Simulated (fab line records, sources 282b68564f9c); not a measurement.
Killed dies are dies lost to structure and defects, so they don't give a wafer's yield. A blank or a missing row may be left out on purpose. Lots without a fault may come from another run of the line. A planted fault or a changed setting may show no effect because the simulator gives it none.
fab line records | flow rit_cmos
record lots=14 wafers=42 last_day=7
route steps=202 shown NWELL@51 NLDD@107 SDANNEAL@156 M1@199
lots that met no fault: from a run of the same line without faults
start_h: hours from the record's first day to the start of the lot's first wafer shown | wait_h: hours since the lot's step before | " the same as in the row above | L1.1+2: a row that stands for several wafers | - no value, or no start given | * or withheld: withheld | < > ~ a bound
route shown NAME@n: a module of which the file shows steps, and the number in the route of the first | usual: mean/standard deviation of fault-free wafers | same: alike in all rows | chamber/n: place in a boat | sites: the reading at each site | _std_site: their standard deviation | _edge_site: outer sites' mean less inner sites' | radius_mm: how far each site lies from the wafer's centre | mask NAME#n: copy n | behind: the tool/chamber that last shaped the wafer | hold: why the lot was held/for how many hours/how that ended | device: the transistor (n, p or np) that didn't switch | end of line: the same wafers' tests at the end of the route | a step without rows: its recipe alone | killed: dies lost to structure and defects at the first sort, not the wafer's yield | map: a wafer's dies, x killed, . not, _ none there
set.NAME: the setting as run; set.NAME@STEP: as run at that earlier step | model.NAME: the simulator's own value behind a step, which no gauge read
steps of the route over a sample of lots; a table a step, a row a wafer
services: from which hour (start_h, from the record's first day; less than 0 if before it) a tool's chamber was out of use, for how many hours, and why
## steps
# step RIT_WELLDRIVE_RS_MEAS_01
# recipe thk_meas_gauge=four-point-probe
# usual NWELL_RS=276.0/0.76
# columns lot.wafer tool chamber start_h wait_h NWELL_RS[ohm/sq]
L930.2 film_metro-01 - 33.69 0.0 275.8
L930.3 " - " " 275.6
L930.4 " - " " 275.6
L932.2 film_metro-02 - 45.35 0.0 276.1
L932.3 " - " " 276.1
L932.5 " - " " 276.3
L935.3 film_metro-04 - 65.94 0.0 275.8
L935.4 " - " " 275.7
L935.6 " - " " 275.6
L936.2 film_metro-04 - 67.27 0.0 275.8
L936.5 " - " " 276.4
L936.6 " - " " 276.2
L937.1 film_metro-01 - 71.59 0.0 276.4
L937.4 " - " " 277.3
L937.6 " - " " 276.0
L938.4 film_metro-04 - 74.88 0.1 274.7
L938.5 " - " " 274.8
L938.6 " - " " 274.4
L939.3 film_metro-02 - 78.18 0.0 276.1
L939.4 " - " " 276.2
L939.6 " - " " 276.6
L940.1 film_metro-02 - 85.31 0.0 277.1
L940.2 " - " " 276.1
L940.5 " - " " 276.7
L943.3 film_metro-01 - 98.96 0.0 275.2
L943.5 " - " " 274.7
L943.6 " - " " 274.6
L944.2 film_metro-04 - 102.83 0.0 274.6
L944.3 " - " " 276.3
L944.6 " - " " 275.8
L946.1 film_metro-04 - 113.78 0.0 275.2
L946.4 " - " " 275.5
L946.6 " - " " 276.2
L950.4 film_metro-02 - 133.41 0.1 277.0
L950.5 " - " " 277.2
L950.6 " - " " 277.0
L951.1 film_metro-04 - 139.76 0.0 275.7
L951.3 " - " " 276.9
L951.6 " - " " 276.7
L952.2 film_metro-04 - 143.78 0.0 275.1
L952.3 " - " " 275.4
L952.4 " - " " 275.7
# step RIT_NLDD_PEB_04
# recipe resist=NOVOLAK temp_c=withheld time_s=withheld
# usual chill_plate_temp_C=* exhaust_pa=45.2/0.84 resist_line_temp_C=*
# columns lot.wafer tool chamber start_h wait_h chill_plate_temp_C exhaust_pa resist_line_temp_C
L930.2 litho_track-01 0 51.53 0.3 * 45.4 *
L930.3 " 0 " " * 45.0 *
L930.4 " 0 " " * 45.1 *
L932.2 litho_track-04 0 60.46 0.1 * 46.9 *
L932.3 " 0 " " * 45.5 *
L932.5 " 0 " " * 44.8 *
L935.3 litho_track-04 0 79.84 0.1 * 45.3 *
L935.4 " 0 " " * 45.3 *
L935.6 " 0 " " * 45.5 *
L936.2 litho_track-01 0 81.82 0.1 * 44.5 *
L936.5 " 0 " " * 44.9 *
L936.6 " 0 " " * 45.6 *
L937.1 litho_track-04 0 85.46 0.1 * 42.4 *
L937.4 " 0 " " * 45.7 *
L937.6 " 0 " " * 46.2 *
L938.4 litho_track-03 0 91.50 0.1 * 45.0 *
L938.5 " 0 " " * 45.7 *
L938.6 " 0 " " * 46.9 *
L939.3 litho_track-01 0 92.78 0.3 * 45.1 *
L939.4 " 0 " " * 45.6 *
L939.6 " 0 " " * 45.9 *
L940.1 litho_track-03 0 100.12 0.1 * 46.2 *
L940.2 " 0 " " * 44.4 *
L940.5 " 0 " " * 45.2 *
L943.3 litho_track-03 0 111.77 0.1 * 45.3 *
L943.5 " 0 " " * 45.6 *
L943.6 " 0 " " * 45.5 *
L944.2 litho_track-03 0 115.36 0.1 * 45.2 *
L944.3 " 0 " " * 45.4 *
L944.6 " 0 " " * 44.9 *
L946.1 litho_track-03 0 128.38 0.1 * 44.7 *
L946.4 " 0 " " * 44.2 *
L946.6 " 0 " " * 44.9 *
L950.4 litho_track-04 - 147.43 0.2 - - -
L950.5 " - " " - - -
L950.6 " - " " - - -
L951.1 litho_track-01 - 152.38 0.1 - - -
L951.3 " - " " - - -
L951.6 " - " " - - -
L952.2 litho_track-03 0 156.33 0.1 * 44.4 *
L952.3 " 0 " " * 45.3 *
L952.4 " 0 " " * 43.4 *
# step RIT_SDANNEAL_RTA_03
# recipe temp_c=1050 time_s=5 idle_temp_c=600 ramp_up_c_per_s=342 ramp_down_c_per_s=171 cool_to_c=600 ambient=N2
# usual wafer_temp_C_max=1053.5/1.2
# columns lot.wafer tool chamber start_h wait_h wafer_temp_C_max
L930.2 rtp_anneal-01 0 60.81 0.0 1055.4
L930.3 " 0 " " 1054.9
L930.4 " 0 " " 1052.6
L932.2 rtp_anneal-02 0 69.68 0.0 1054.0
L932.3 " 0 " " 1051.9
L932.5 " 0 " " 1053.4
L935.3 rtp_anneal-02 0 87.91 0.0 1052.2
L935.4 " 0 " " 1054.0
L935.6 " 0 " " 1058.4
L936.2 rtp_anneal-02 0 91.60 0.0 1052.2
L936.5 " 0 " " 1052.9
L936.6 " 0 " " 1052.6
L937.1 rtp_anneal-02 0 93.64 0.0 1054.0
L937.4 " 0 " " 1053.3
L937.6 " 0 " " 1054.1
L938.4 rtp_anneal-02 0 99.48 0.0 1052.0
L938.5 " 0 " " 1053.6
L938.6 " 0 " " 1056.8
L939.3 rtp_anneal-02 0 101.44 0.0 1052.2
L939.4 " 0 " " 1054.8
L939.6 " 0 " " 1053.9
L940.1 rtp_anneal-02 0 108.44 0.0 1054.9
L940.2 " 0 " " 1053.1
L940.5 " 0 " " 1055.3
L943.3 rtp_anneal-02 0 119.98 0.0 1053.5
L943.5 " 0 " " 1054.5
L943.6 " 0 " " 1054.2
L944.2 rtp_anneal-02 0 124.73 0.0 1054.1
L944.3 " 0 " " 1052.0
L944.6 " 0 " " 1054.5
L946.1 rtp_anneal-01 0 137.41 0.0 1052.9
L946.4 " 0 " " 1055.6
L946.6 " 0 " " 1054.1
L950.4 rtp_anneal-01 0 155.36 0.0 1053.2
L950.5 " 0 " " 1052.5
L950.6 " 0 " " 1052.3
L951.1 rtp_anneal-01 0 160.80 0.0 1053.9
L951.3 " 0 " " 1055.8
L951.6 " 0 " " 1052.7
L952.2 rtp_anneal-01 0 164.50 0.0 1055.7
L952.3 " 0 " " 1054.7
L952.4 " 0 " " 1052.6
# step RIT_M1_CD_MEAS_90
# recipe target_cd_nm=2600
# usual cd_nm=2599.9/2.9
# columns lot.wafer tool chamber start_h wait_h cd_nm
L930.2 cd_sem-01 - 66.46 0.1 2600.7
L930.3 " - " " 2599.9
L930.4 " - " " 2595.3
L932.2 cd_sem-02 - 75.63 0.1 2599.8
L932.3 " - " " 2595.8
L932.5 " - " " 2598.4
L935.3 cd_sem-02 - 93.83 0.1 2601.9
L935.4 " - " " 2600.9
L935.6 " - " " 2599.5
L936.2 cd_sem-01 - 97.33 0.1 2602.3
L936.5 " - " " 2603.7
L936.6 " - " " 2598.9
L937.1 cd_sem-01 - 99.32 0.1 2602.0
L937.4 " - " " 2602.2
L937.6 " - " " 2600.6
L938.4 cd_sem-02 - 105.24 0.1 2597.2
L938.5 " - " " 2598.6
L938.6 " - " " 2601.0
L939.3 cd_sem-01 - 107.06 0.1 2599.3
L939.4 " - " " 2602.8
L939.6 " - " " 2600.1
L940.1 cd_sem-02 - 114.39 0.1 2598.4
L940.2 " - " " 2597.9
L940.5 " - " " 2599.5
L943.3 cd_sem-01 - 125.77 0.1 2598.4
L943.5 " - " " 2595.9
L943.6 " - " " 2597.5
L944.2 cd_sem-01 - 130.61 0.1 2601.1
L944.3 " - " " 2600.5
L944.6 " - " " 2604.1
L946.1 cd_sem-01 - 143.48 0.1 2594.1
L946.4 " - " " 2593.6
L946.6 " - " " 2596.0
L950.4 cd_sem-02 - 161.15 0.1 2599.9
L950.5 " - " " 2599.4
L950.6 " - " " 2605.4
L951.1 cd_sem-02 - 166.60 0.1 2599.1
L951.3 " - " " 2599.0
L951.6 " - " " 2599.4
L952.2 cd_sem-02 - 170.40 0.1 2600.0
L952.3 " - " " 2600.4
L952.4 " - " " 2600.1
## services
# columns tool chamber start_h hours kind
rtp_anneal-01 - 76.97 56.8 pm
rtp_anneal-02 - 133.77 3.7 pm
## key
first_sign step=RIT_NLDD_PEB_04 reading=tool_record direction=missing
effect none on later readings
met_at RIT_NLDD_PEB_04
struck_lots L950,L951
sort_left_out L950.4,L950.5,L950.6,L951.1,L951.3,L951.6
tester_left_out L950,L951
not_acting_at RIT_WELLDRIVE_RS_MEAS_01,RIT_SDANNEAL_RTA_03,RIT_M1_CD_MEAS_90
onset_between 92.78 147.43
fault kind=skipped_step_whole tool=litho_track-01,litho_track-04 chamber=- onset_h=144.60 steps=RIT_NLDD_PEB_04 scope=struck_lots_only
# tester_left_out: of these lots the tester's yield and bins aren't shown, on N5 and GAA mostly nor the transistor test; their killed dies are dies lost to structure and defects alone, not to doping, threshold or leakage, so they don't give the yield
# sort_left_out: the simulated sort isn't trusted on such a fault, so these wafers' sort isn't shown, and their yield isn't known
